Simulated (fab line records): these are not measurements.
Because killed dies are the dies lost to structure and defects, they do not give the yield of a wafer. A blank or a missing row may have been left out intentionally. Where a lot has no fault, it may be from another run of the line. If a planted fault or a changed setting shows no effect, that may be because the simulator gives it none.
fab line records	flow berkeleyCmos170
[record] lots = 5	wafers = 23
route steps=331 shown START@3 NWELL@21 ACTIVE@65 PFIELD@86 GATE@133 PLDD@154 NLDD@159 NSD@188 SDANNEAL@205 PSD@206
startH: the number of hours between the record's first day and the start of the first shown wafer of the lot	waitH: hours since the lot's step before	" repeats the value in the row above	L1.1+2: a row that stands for several wafers	- no value, or no start given	* or withheld: withheld	< > ~ a bound
route shown NAME@n: names a module that has steps shown in the file, with the first one's number in the route	usual: the fault-free wafers' mean and standard deviation	same: alike in all rows	chamber/n: place in a boat	sites: each site's reading	_std_site: standard deviation across them	_edge_site: outer sites' mean less inner sites'	radiusMm: how far each site lies from the wafer's centre	mask NAME#n: copy n	behind: tool/chamber where the wafer was last shaped	hold: the reason the lot was held/the length of the hold in hours/how it ended	device: which transistor (n, p or np) failed to switch	end of line: the route-end tests of the same wafers	a step given without rows: its recipe and nothing more	killed: count of dies lost to structure and defects at first sort (not the wafer's yield)	map: a wafer's dies, x killed, . not, _ none there
set.NAME: the setting as run; set.NAME@STEP: as run at that earlier step	model.NAME: the simulator's own value behind a step, which no gauge read
one table per step and one row per wafer, for lots whose settings were changed on purpose
[[steps]]
[step UCB170_START_OXIDATION_02]
[recipe] tempC = 950	ambient = O2	targetThkA = 200	oxTimeS = 1800
lot.wafer	tool	chamber	startH	waitH	set.oxTimeS	model.SiO2_of_START_OXIDATION_02.thkNm
L074.1	-	-	-	6.3	1531	18.63
L074.2	"	-	"	"	1531	18.58
L074.3	"	-	"	"	1531	18.38
L074.5	"	-	"	"	1531	18.09
L074.6	"	-	"	"	1531	18.27
L077.1	-	-	-	4.0	1800	20.04
L077.2	"	-	"	"	1800	20.51
L077.3	"	-	"	"	1800	20.14
L077.4	"	-	"	"	1800	20.34
L077.5	"	-	"	"	1800	20.38
L079.1	furnace-04	0	41.82	6.5	1800	20.71
L079.3	"	0	"	"	1800	20.75
L079.6	"	0	"	"	1800	20.77
L082.1	-	-	-	3.9	1919	21.02
L082.2	"	-	"	"	1919	21.01
L082.3	"	-	"	"	1919	21.18
L082.4	"	-	"	"	1919	20.89
L082.5	"	-	"	"	1919	21.24
L085.1	-	-	-	3.1	1800	20.02
L085.2	"	-	"	"	1800	19.36
L085.3	"	-	"	"	1800	19.39
L085.4	"	-	"	"	1800	19.5
L085.5	"	-	"	"	1800	19.78
[step UCB170_NWELL_COAT_07]
[recipe] resist = KrF	spinRpm = 1500	resistThkNm = 900
lot.wafer	tool	chamber	startH	waitH	set.spinRpm	model.KrF_of_NWELL_COAT_07.thkNm
L074.1	lithoTrack-01	0	39.11	0.1	1500	899.3
L074.2	"	0	"	"	1532	890.7
L074.3	"	0	"	"	1532	889.6
L074.5	"	0	"	"	1532	891.2
L074.6	"	0	"	"	1500	901.2
L077.1	lithoTrack-02	0	55.97	0.1	1500	902.9
L077.2	"	0	"	"	1500	901
L077.3+4	"	0	"	"	1573	879.5
L077.5	"	0	"	"	1500	901.6
L079.1	lithoTrack-03	0	64.24	0.1	1500	898.6
L079.3	"	0	"	"	1500	900.9
L079.6	"	0	"	"	1500	901.8
L082.1	lithoTrack-03	0	70.87	0.1	1500	906.1
L082.2	"	0	"	"	1605	874.5
L082.3	"	0	"	"	1500	904.9
L082.4	"	0	"	"	1500	906.4
L082.5	"	0	"	"	1605	872.8
L085.1	lithoTrack-01	0	84.83	0.1	1554	882
L085.2	"	0	"	"	1554	887.1
L085.3	"	0	"	"	1554	886.4
L085.4	"	0	"	"	1500	901.2
L085.5	"	0	"	"	1500	901.3
[step UCB170_NWELL_SOFTBAKE_08]
[recipe] resist = KrF	tempC = 130	timeS = 60
[step UCB170_NWELL_EXPOSE_09]
[recipe] maskId = NWELL	targetCdNm = 3000	na = 0.5	sigmaOuter = 0.6	sourceShape = conventional	doseMj = 25
[step UCB170_NWELL_DEVELOP_11]
[recipe] developer = TMAH	developTimeS = 45	resist = KrF	devTempC = 21
[step UCB170_NWELL_ETCH_13]
[recipe] chemistry = CH3F/Ar/O2	target = Si3N4	stopOn = SiO2	CH3F_flow_sccm = 20	Ar_flow_sccm = 50	O2_flow_sccm = 7	pressureMtorr = 50	rfW = 450	targetDepthA = 2464	overEtchFrac = 0.1	timeS = 154
lot.wafer	tool	chamber	startH	waitH	set.spinRpm@NWELL_COAT_07	model.KrF_of_NWELL_COAT_07.thkNm
L074.1	rieDiel-02	2	39.84	0.0	1500	714.8
L074.2+3	"	1,3	"	"	1532	712.9
L074.5	"	3	"	"	1532	714.1
L074.6	"	0	"	"	1500	719
L077.1	rieDiel-04	0	56.69	0.0	1500	725.8
L077.2	"	3	"	"	1500	721.3
L077.3	"	1	"	"	1573	697.6
L077.4	"	2	"	"	1573	700.1
L077.5	"	3	"	"	1500	722.3
L079.1	rieDiel-01	1	65.17	0.0	1500	718.9
L079.3	"	0	"	"	1500	715
L079.6	"	0	"	"	1500	717.6
L082.1	rieDiel-02	3	71.75	0.0	1500	730.1
L082.2	"	2	"	"	1605	689.4
L082.3	"	0	"	"	1500	726
L082.4	"	1	"	"	1500	729.5
L082.5	"	1	"	"	1605	698.1
L085.1	rieDiel-01	2	85.84	0.0	1554	699.3
L085.2	"	1	"	"	1554	707.7
L085.3	"	3	"	"	1554	701.4
L085.4	"	0	"	"	1500	715.4
L085.5	"	0	"	"	1500	718.1
[step UCB170_NWELL_IMPLANT_14]
[recipe] species = P	doseCm2 = 1e+13	energyKev = 150	tiltDeg = 7
lot.wafer	tool	chamber	startH	waitH	set.doseCm2
L074.1+3+5	implanter-02	0	39.94	0.1	1e+13
L074.2+6	"	0	"	"	1.046e+13
L077.1+2+3+4+5	implanter-04	0	56.79	0.1	1e+13
L079.1+3+6	implanter-02	0	65.27	0.1	1e+13
L082.1+5	implanter-01	0	71.86	0.1	1e+13
L082.2+3+4	"	0	"	"	1.044e+13
L085.1+3	implanter-04	0	85.94	0.1	9.341e+12
L085.2+4+5	"	0	"	"	1e+13
[step UCB170_NWELL_STRIP_15]
[recipe] chemistry = O2	powerW = 400	pressureMtorr = 3500	platenTempC = withheld	o2FlowSccm = 400	overashFraction = 0.5
[usual] stripTimeToEndpointS = 18.02/0.1
lot.wafer	tool	chamber	startH	waitH	set.spinRpm@NWELL_COAT_07	stripTimeToEndpointS
L074.1	plasmaAsher-04	1	40.09	0.1	1500	17.85
L074.2	"	0	"	"	1532	17.83
L074.3	"	1	"	"	1532	17.80
L074.5	"	1	"	"	1532	17.85
L074.6	"	0	"	"	1500	17.96
L077.1	plasmaAsher-03	1	56.94	0.1	1500	18.13
L077.2	"	0	"	"	1500	18.01
L077.3	"	1	"	"	1573	17.43
L077.4	"	0	"	"	1573	17.50
L077.5	"	0	"	"	1500	18.04
L079.1	plasmaAsher-03	0	65.42	0.1	1500	17.97
L079.3	"	0	"	"	1500	17.87
L079.6	"	0	"	"	1500	17.91
L082.1	plasmaAsher-04	1	72.01	0.1	1500	18.21
L082.2	"	0	"	"	1605	17.26
L082.3	"	1	"	"	1500	18.11
L082.4	"	0	"	"	1500	18.19
L082.5	"	0	"	"	1605	17.46
L085.1	plasmaAsher-02	1	86.09	0.1	1554	17.48
L085.2	"	0	"	"	1554	17.67
L085.3	"	0	"	"	1554	17.55
L085.4	"	1	"	"	1500	17.86
L085.5	"	1	"	"	1500	17.93
[step UCB170_ACTIVE_CVD_05]
[recipe] material = Si3N4	targetThkNm = 220	tempC = 800	precursor = SiH2Cl2/NH3	timeS = 3300	pressureMtorr = 200	sih2cl2FlowSccm = 25	nh3FlowSccm = 75
lot.wafer	tool	chamber	startH	waitH	set.sih2cl2FlowSccm	model.Si3N4_of_ACTIVE_CVD_05.thkNm
L074.1	-	-	-	0.0	25	218.2
L074.2	"	-	"	"	25	217
L074.3	"	-	"	"	25	217.6
L074.5	"	-	"	"	25	219.4
L074.6	"	-	"	"	25	217.1
L077.1	-	-	-	0.0	28.14	228.1
L077.2	"	-	"	"	28.14	227.5
L077.3	"	-	"	"	28.14	226.4
L077.4	"	-	"	"	28.14	225.5
L077.5	"	-	"	"	28.14	227.7
L079.1	lpcvd-01	1	102.73	0.0	25	221.1
L079.3	"	1	"	"	25	219.4
L079.6	"	1	"	"	25	221.2
L082.1	-	-	-	0.0	28.05	222.6
L082.2+5	"	-	"	"	28.05	224.5
L082.3	"	-	"	"	28.05	222.4
L082.4	"	-	"	"	28.05	224.6
L085.1	-	-	-	0.4	22.92	217.1
L085.2	"	-	"	"	22.92	215.4
L085.3	"	-	"	"	22.92	217.6
L085.4	"	-	"	"	22.92	216
L085.5	"	-	"	"	22.92	217.7
[step UCB170_PFIELD_IMPLANT_07]
[recipe] species = B	doseCm2 = 2e+13	energyKev = 80	tiltDeg = 7
lot.wafer	tool	chamber	startH	waitH	set.energyKev	model.implant.rpNm	model.implant.drpNm
L074.1+5+6	implanter-01	0	91.66	0.0	77.72	259.6	73.82
L074.2+3	"	0	"	"	80	265.7	74.86
L077.1+2+3+4+5	implanter-01	0	102.66	0.0	80	265.7	74.86
L079.1+3+6	implanter-02	0	108.99	0.0	80	256.1	74.86
L082.1+4	implanter-01	0	122.08	0.0	80	266.7	74.86
L082.2+3+5	"	0	"	"	75.4	254.6	72.72
L085.1+5	implanter-01	0	131.82	0.0	76.64	255.6	73.31
L085.2+3+4	"	0	"	"	80	264.4	74.86
[step UCB170_GATE_COAT_07]
[recipe] resist = KrF	spinRpm = 1500	resistThkNm = 900
lot.wafer	tool	chamber	startH	waitH	set.resistThkNm	model.KrF_of_GATE_COAT_07.thkNm
L074.1	lithoTrack-04	0	-	-	849.5	850.7
L074.2	"	0	"	"	849.5	851.3
L074.3	"	0	"	"	849.5	853
L074.5	"	0	"	"	900	899.4
L074.6	"	0	"	"	900	900.5
L077.1	lithoTrack-04	0	-	-	900	903.8
L077.2	"	0	"	"	900	903.5
L077.3	"	0	"	"	900	900.4
L077.4	"	0	"	"	900	901.5
L077.5	"	0	"	"	900	900.5
L079.1	lithoTrack-02	0	-	-	900	898.2
L079.3	"	0	"	"	900	896.8
L079.6	"	0	"	"	900	896.9
L082.1	lithoTrack-02	0	-	-	877.1	880
L082.2	"	0	"	"	877.1	880.6
L082.3	"	0	"	"	900	903.8
L082.4	"	0	"	"	877.1	881.1
L082.5	"	0	"	"	900	904.4
L085.1+5	lithoTrack-02	0	-	-	900	899.4
L085.2	"	0	"	"	900	901.6
L085.3	"	0	"	"	900	897.6
L085.4	"	0	"	"	900	898
[step UCB170_PLDD_IMPLANT_09]
[recipe] species = BF2	doseCm2 = 5e+13	energyKev = 10	tiltDeg = 7	rotationDeg = 180
lot.wafer	tool	chamber	startH	waitH	set.energyKev	model.implant.rpNm	model.implant.drpNm
L074.1+3	implanter-03	0	136.56	0.1	10	10.23	6.005
L074.2+5+6	"	0	"	"	10.45	10.58	6.191
L077.1+2+4	implanter-01	0	147.79	0.1	10.19	10.33	6.084
L077.3+5	"	0	"	"	10	10.19	6.005
L079.1+3+6	implanter-04	0	153.90	0.1	10	10.25	6.005
L082.1+4+5	implanter-04	0	167.82	0.1	9.71	9.891	5.883
L082.2+3	"	0	"	"	10	10.11	6.005
L085.1+4+5	implanter-04	0	179.18	0.1	10	9.768	6.005
L085.2+3	"	0	"	"	10.59	10.2	6.248
[step UCB170_NLDD_COAT_01]
[recipe] resist = KrF	spinRpm = 1500	resistThkNm = 900
lot.wafer	tool	chamber	startH	waitH	set.spinRpm	model.KrF_of_NLDD_COAT_01.thkNm
L074.1	lithoTrack-02	0	137.70	0.1	1451	919.1
L074.2	"	0	"	"	1500	900.5
L074.3	"	0	"	"	1500	899.9
L074.5	"	0	"	"	1500	903.3
L074.6	"	0	"	"	1451	918
L077.1	lithoTrack-02	0	148.44	0.1	1500	901.9
L077.2	"	0	"	"	1564	880.4
L077.3	"	0	"	"	1500	901.7
L077.4	"	0	"	"	1564	881.7
L077.5	"	0	"	"	1564	881.8
L079.1+3	lithoTrack-03	0	154.60	0.1	1500	906.6
L079.6	"	0	"	"	1500	907
L082.1	lithoTrack-03	0	168.51	0.1	1500	907.2
L082.2	"	0	"	"	1500	905.8
L082.3	"	0	"	"	1438	926.3
L082.4	"	0	"	"	1438	923.8
L082.5	"	0	"	"	1500	905.9
L085.1	lithoTrack-01	0	179.98	0.1	1500	906.1
L085.2	"	0	"	"	1500	901.8
L085.3	"	0	"	"	1602	872.6
L085.4	"	0	"	"	1602	875.1
L085.5	"	0	"	"	1500	903
[step UCB170_NLDD_IMPLANT_08]
[recipe] species = As	doseCm2 = 5e+13	energyKev = 30	tiltDeg = 7	rotationDeg = 0
lot.wafer	tool	chamber	startH	waitH	set.doseCm2
L074.1+2	implanter-01	0	139.26	0.0	5e+13
L074.3+5+6	"	0	"	"	4.751e+13
L077.1+3+4	implanter-01	0	149.74	0.0	5e+13
L077.2+5	"	0	"	"	5.269e+13
L079.1+3+6	implanter-02	0	155.78	0.0	5e+13
L082.1+2+3+4+5	implanter-03	0	169.36	0.0	5e+13
L085.1+3	implanter-02	0	181.16	0.0	5e+13
L085.2+4+5	"	0	"	"	5.117e+13
[step UCB170_NLDD_IMPLANT_09]
[recipe] species = As	doseCm2 = 5e+13	energyKev = 30	tiltDeg = 7	rotationDeg = 180
[step UCB170_NLDD_STRIP_10]
[recipe] chemistry = O2	powerW = 400	pressureMtorr = 3500	platenTempC = withheld	o2FlowSccm = 400	overashFraction = 0.5
[usual] stripTimeToEndpointS = 21.67/0.092
lot.wafer	tool	chamber	startH	waitH	set.spinRpm@NLDD_COAT_01	stripTimeToEndpointS
L074.1	plasmaAsher-02	0	139.56	0.1	1451	22.08
L074.2	"	1	"	"	1500	21.63
L074.3	"	0	"	"	1500	21.62
L074.5	"	1	"	"	1500	21.71
L074.6	"	0	"	"	1451	22.08
L077.1	plasmaAsher-03	1	150.04	0.1	1500	21.68
L077.2	"	0	"	"	1564	21.15
L077.3	"	0	"	"	1500	21.68
L077.4	"	1	"	"	1564	21.20
L077.5	"	1	"	"	1564	21.19
L079.1	plasmaAsher-03	1	156.08	0.1	1500	21.80
L079.3	"	0	"	"	1500	21.79
L079.6	"	0	"	"	1500	21.80
L082.1	plasmaAsher-04	1	169.66	0.1	1500	21.80
L082.2	"	0	"	"	1500	21.76
L082.3	"	1	"	"	1438	22.25
L082.4	"	0	"	"	1438	22.20
L082.5	"	0	"	"	1500	21.77
L085.1	plasmaAsher-02	1	181.46	0.1	1500	21.77
L085.2	"	0	"	"	1500	21.66
L085.3	"	0	"	"	1602	20.97
L085.4	"	1	"	"	1602	21.03
L085.5	"	0	"	"	1500	21.70
[step UCB170_NSD_COAT_01]
[recipe] resist = KrF	spinRpm = 1500	resistThkNm = 900
lot.wafer	tool	chamber	startH	waitH	set.resistThkNm	model.KrF_of_NSD_COAT_01.thkNm
L074.1	lithoTrack-02	0	146.65	0.1	949.6	948.2
L074.2	"	0	"	"	949.6	949.8
L074.3	"	0	"	"	949.6	951.6
L074.5	"	0	"	"	900	901.9
L074.6	"	0	"	"	900	902.6
L077.1	lithoTrack-01	0	157.39	0.1	916.1	917.7
L077.2+3	"	0	"	"	900	901.7
L077.4	"	0	"	"	900	904.7
L077.5	"	0	"	"	916.1	921.3
L079.1	lithoTrack-02	0	163.00	0.1	900	902
L079.3	"	0	"	"	900	901.9
L079.6	"	0	"	"	900	903.1
L082.1	lithoTrack-04	0	177.61	0.1	900	904.3
L082.2	"	0	"	"	900	903.2
L082.3	"	0	"	"	900	901.8
L082.4	"	0	"	"	900	902.7
L082.5	"	0	"	"	900	903.4
L085.1	lithoTrack-04	0	190.86	0.1	937.5	941.2
L085.2	"	0	"	"	900	900.9
L085.3	"	0	"	"	900	902.9
L085.4	"	0	"	"	900	903.1
L085.5	"	0	"	"	937.5	942.3
[step UCB170_NSD_SOFTBAKE_02]
[recipe] resist = KrF	tempC = 130	timeS = 60
[step UCB170_NSD_EXPOSE_03]
[recipe] maskId = NSELECT_MOD	na = 0.5	sigmaOuter = 0.6	sourceShape = conventional	targetCdNm = 1200	doseMj = 30
[step UCB170_NSD_IMPLANT_08]
[recipe] species = P	doseCm2 = 3e+15	energyKev = 40	tiltDeg = 7
[step UCB170_NSD_STRIP_09]
[recipe] chemistry = O2	powerW = 400	pressureMtorr = 3500	platenTempC = withheld	o2FlowSccm = 400	overashFraction = 0.5
[usual] stripTimeToEndpointS = 35.89/0.062
lot.wafer	tool	chamber	startH	waitH	set.resistThkNm@NSD_COAT_01	stripTimeToEndpointS
L074.1	plasmaAsher-01	0	148.08	0.1	949.6	36.94
L074.2	"	1	"	"	949.6	36.97
L074.3	"	0	"	"	949.6	36.98
L074.5	"	1	"	"	900	35.79
L074.6	"	0	"	"	900	35.81
L077.1	plasmaAsher-01	0	158.52	0.1	916.1	36.28
L077.2	"	1	"	"	900	35.89
L077.3	"	1	"	"	900	35.87
L077.4	"	0	"	"	900	35.97
L077.5	"	0	"	"	916.1	36.34
L079.1	plasmaAsher-01	1	164.81	0.1	900	35.94
L079.3	"	1	"	"	900	35.94
L079.6	"	0	"	"	900	35.94
L082.1	plasmaAsher-01	0	179.46	0.1	900	35.99
L082.2	"	1	"	"	900	35.95
L082.3	"	1	"	"	900	35.89
L082.4	"	0	"	"	900	35.93
L082.5	"	1	"	"	900	35.93
L085.1	plasmaAsher-01	0	192.01	0.1	937.5	36.79
L085.2	"	1	"	"	900	35.81
L085.3	"	1	"	"	900	35.89
L085.4	"	0	"	"	900	35.88
L085.5	"	0	"	"	937.5	36.82
[step UCB170_SDANNEAL_RTA_01]
[recipe] tempC = 1050	timeS = 5	ambient = N2
lot.wafer	tool	chamber	startH	waitH	set.timeS
L074.1+3+6	rtpAnneal-02	0	149.55	0.1	4.634
L074.2+5	"	0	"	"	5
L077.1+2+3	rtpAnneal-02	0	161.17	0.1	5
L077.4+5	"	0	"	"	5.373
L079.1+3+6	rtpAnneal-02	0	166.46	0.1	5
L082.1+3+4	rtpAnneal-02	0	181.26	0.1	4.552
L082.2+5	"	0	"	"	5
L085.1+2+5	rtpAnneal-02	0	193.14	0.1	5
L085.3+4	"	0	"	"	4.319
[step UCB170_SDANNEAL_RS_MEAS_02]
[recipe] thkMeasGauge = four-point-probe
[usual] PSD_RS = 75.5/0.37
lot.wafer	tool	chamber	startH	waitH	set.timeS@SDANNEAL_RTA_01	PSD_RS[ohm/sq]
L074.1	filmMetro-02	-	149.61	0.0	4.634	76.7
L074.2	"	-	"	"	5	75.5
L074.3	"	-	"	"	4.634	76.4
L074.5	"	-	"	"	5	75.2
L074.6	"	-	"	"	4.634	76.9
L077.1	filmMetro-02	-	161.23	0.0	5	75.3
L077.2	"	-	"	"	5	75.1
L077.3	"	-	"	"	5	75.3
L077.4	"	-	"	"	5.373	74.2
L077.5	"	-	"	"	5.373	74.0
L079.1	filmMetro-04	-	166.52	0.0	5	75.2
L079.3	"	-	"	"	5	75.4
L079.6	"	-	"	"	5	75.5
L082.1	filmMetro-02	-	181.31	0.0	4.552	78.0
L082.2	"	-	"	"	5	76.1
L082.3	"	-	"	"	4.552	77.5
L082.4	"	-	"	"	4.552	77.4
L082.5	"	-	"	"	5	76.0
L085.1	filmMetro-02	-	193.20	0.0	5	75.8
L085.2	"	-	"	"	5	75.6
L085.3	"	-	"	"	4.319	78.3
L085.4	"	-	"	"	4.319	78.5
L085.5	"	-	"	"	5	75.5
[step UCB170_SDANNEAL_RS_MEAS_03]
[recipe] thkMeasGauge = four-point-probe
[usual] NSD_RS = 37.26/0.11
lot.wafer	tool	chamber	startH	waitH	set.timeS@SDANNEAL_RTA_01	NSD_RS[ohm/sq]
L074.1	filmMetro-02	-	149.73	0.1	4.634	37.56
L074.2	"	-	"	"	5	37.37
L074.3	"	-	"	"	4.634	37.72
L074.5	"	-	"	"	5	37.41
L074.6	"	-	"	"	4.634	37.63
L077.1	filmMetro-02	-	161.35	0.1	5	37.23
L077.2	"	-	"	"	5	37.14
L077.3	"	-	"	"	5	37.28
L077.4	"	-	"	"	5.373	37.01
L077.5	"	-	"	"	5.373	36.99
L079.1	filmMetro-04	-	166.64	0.1	5	37.18
L079.3	"	-	"	"	5	37.16
L079.6	"	-	"	"	5	37.20
L082.1	filmMetro-02	-	181.43	0.1	4.552	37.40
L082.2	"	-	"	"	5	37.25
L082.3	"	-	"	"	4.552	37.53
L082.4	"	-	"	"	4.552	37.50
L082.5	"	-	"	"	5	37.25
L085.1	filmMetro-02	-	193.32	0.1	5	37.31
L085.2	"	-	"	"	5	37.32
L085.3	"	-	"	"	4.319	37.72
L085.4	"	-	"	"	4.319	37.74
L085.5	"	-	"	"	5	37.31
[step UCB170_SDANNEAL_RS_MEAS_05]
[recipe] thkMeasGauge = four-point-probe
[usual] NLDD_RS = 616.0/1.6
lot.wafer	tool	chamber	startH	waitH	set.doseCm2@NLDD_IMPLANT_08	NLDD_RS[ohm/sq]
L074.1	filmMetro-02	-	149.97	0.1	5e+13	614.8
L074.2	"	-	"	"	5e+13	616.1
L074.3	"	-	"	"	4.751e+13	627.2
L074.5	"	-	"	"	4.751e+13	626.6
L074.6	"	-	"	"	4.751e+13	626.6
L077.1	filmMetro-02	-	161.59	0.1	5e+13	614.4
L077.2	"	-	"	"	5.269e+13	604.2
L077.3	"	-	"	"	5e+13	616.1
L077.4	"	-	"	"	5e+13	614.9
L077.5	"	-	"	"	5.269e+13	603.4
L079.1	filmMetro-04	-	166.88	0.1	5e+13	617.3
L079.3	"	-	"	"	5e+13	616.1
L079.6	"	-	"	"	5e+13	617.8
L082.1	filmMetro-02	-	181.67	0.1	5e+13	617.0
L082.2	"	-	"	"	5e+13	618.4
L082.3	"	-	"	"	5e+13	616.5
L082.4	"	-	"	"	5e+13	617.0
L082.5	"	-	"	"	5e+13	618.2
L085.1	filmMetro-02	-	193.56	0.1	5e+13	618.5
L085.2	"	-	"	"	5.117e+13	614.3
L085.3	"	-	"	"	5e+13	617.8
L085.4	"	-	"	"	5.117e+13	612.2
L085.5	"	-	"	"	5.117e+13	612.5
[[key]]
[split] step = UCB170_START_OXIDATION_02	setting = oxTimeS	stated = 1800	by = lot
[response] step = UCB170_START_OXIDATION_02	reading = model.SiO2_of_START_OXIDATION_02.thkNm	change = +0.122	per = 1%	r = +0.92
[split] step = UCB170_NWELL_COAT_07	setting = spinRpm	stated = 1500	by = wafer
[response] step = UCB170_NWELL_COAT_07	reading = model.KrF_of_NWELL_COAT_07.thkNm	change = -4.57	per = 1%	r = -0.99
[response] step = UCB170_NWELL_ETCH_13	reading = model.KrF_of_NWELL_COAT_07.thkNm	change = -4.65	per = 1%	r = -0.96
[response] step = UCB170_NWELL_STRIP_15	reading = stripTimeToEndpointS	change = *	per = 1%	r = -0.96
[split] step = UCB170_NWELL_IMPLANT_14	setting = doseCm2	stated = 1e+13	by = wafer
response none clear
[split] step = UCB170_ACTIVE_CVD_05	setting = sih2cl2FlowSccm	stated = 25	by = lot
[response] step = UCB170_ACTIVE_CVD_05	reading = model.Si3N4_of_ACTIVE_CVD_05.thkNm	change = +0.442	per = 1%	r = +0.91
[split] step = UCB170_PFIELD_IMPLANT_07	setting = energyKev	stated = 80	by = wafer
[response] step = UCB170_PFIELD_IMPLANT_07	reading = model.implant.rpNm	change = +2.11	per = 1%	r = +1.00
[response] step = UCB170_PFIELD_IMPLANT_07	reading = model.implant.drpNm	change = +0.37	per = 1%	r = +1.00
[split] step = UCB170_GATE_COAT_07	setting = resistThkNm	stated = 900	by = wafer
[response] step = UCB170_GATE_COAT_07	reading = model.KrF_of_GATE_COAT_07.thkNm	change = +8.72	per = 1%	r = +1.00
[split] step = UCB170_PLDD_IMPLANT_09	setting = energyKev	stated = 10	by = wafer
[response] step = UCB170_PLDD_IMPLANT_09	reading = model.implant.rpNm	change = +0.0747	per = 1%	r = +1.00
[response] step = UCB170_PLDD_IMPLANT_09	reading = model.implant.drpNm	change = +0.0414	per = 1%	r = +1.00
[split] step = UCB170_NLDD_COAT_01	setting = spinRpm	stated = 1500	by = wafer
[response] step = UCB170_NLDD_COAT_01	reading = model.KrF_of_NLDD_COAT_01.thkNm	change = -4.6	per = 1%	r = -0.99
[response] step = UCB170_NLDD_STRIP_10	reading = stripTimeToEndpointS	change = *	per = 1%	r = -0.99
[split] step = UCB170_NLDD_IMPLANT_08	setting = doseCm2	stated = 5e+13	by = wafer
[response] step = UCB170_SDANNEAL_RS_MEAS_05	reading = NLDD_RS	change = -2.19	per = 1%	r = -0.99
[split] step = UCB170_NSD_COAT_01	setting = resistThkNm	stated = 900	by = wafer
[response] step = UCB170_NSD_COAT_01	reading = model.KrF_of_NSD_COAT_01.thkNm	change = +8.97	per = 1%	r = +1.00
[response] step = UCB170_NSD_STRIP_09	reading = stripTimeToEndpointS	change = *	per = 1%	r = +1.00
[split] step = UCB170_SDANNEAL_RTA_01	setting = timeS	stated = 5	by = wafer
[response] step = UCB170_SDANNEAL_RS_MEAS_02	reading = PSD_RS	change = -0.188	per = 1%	r = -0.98
[response] step = UCB170_SDANNEAL_RS_MEAS_03	reading = NSD_RS	change = -0.0295	per = 1%	r = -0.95
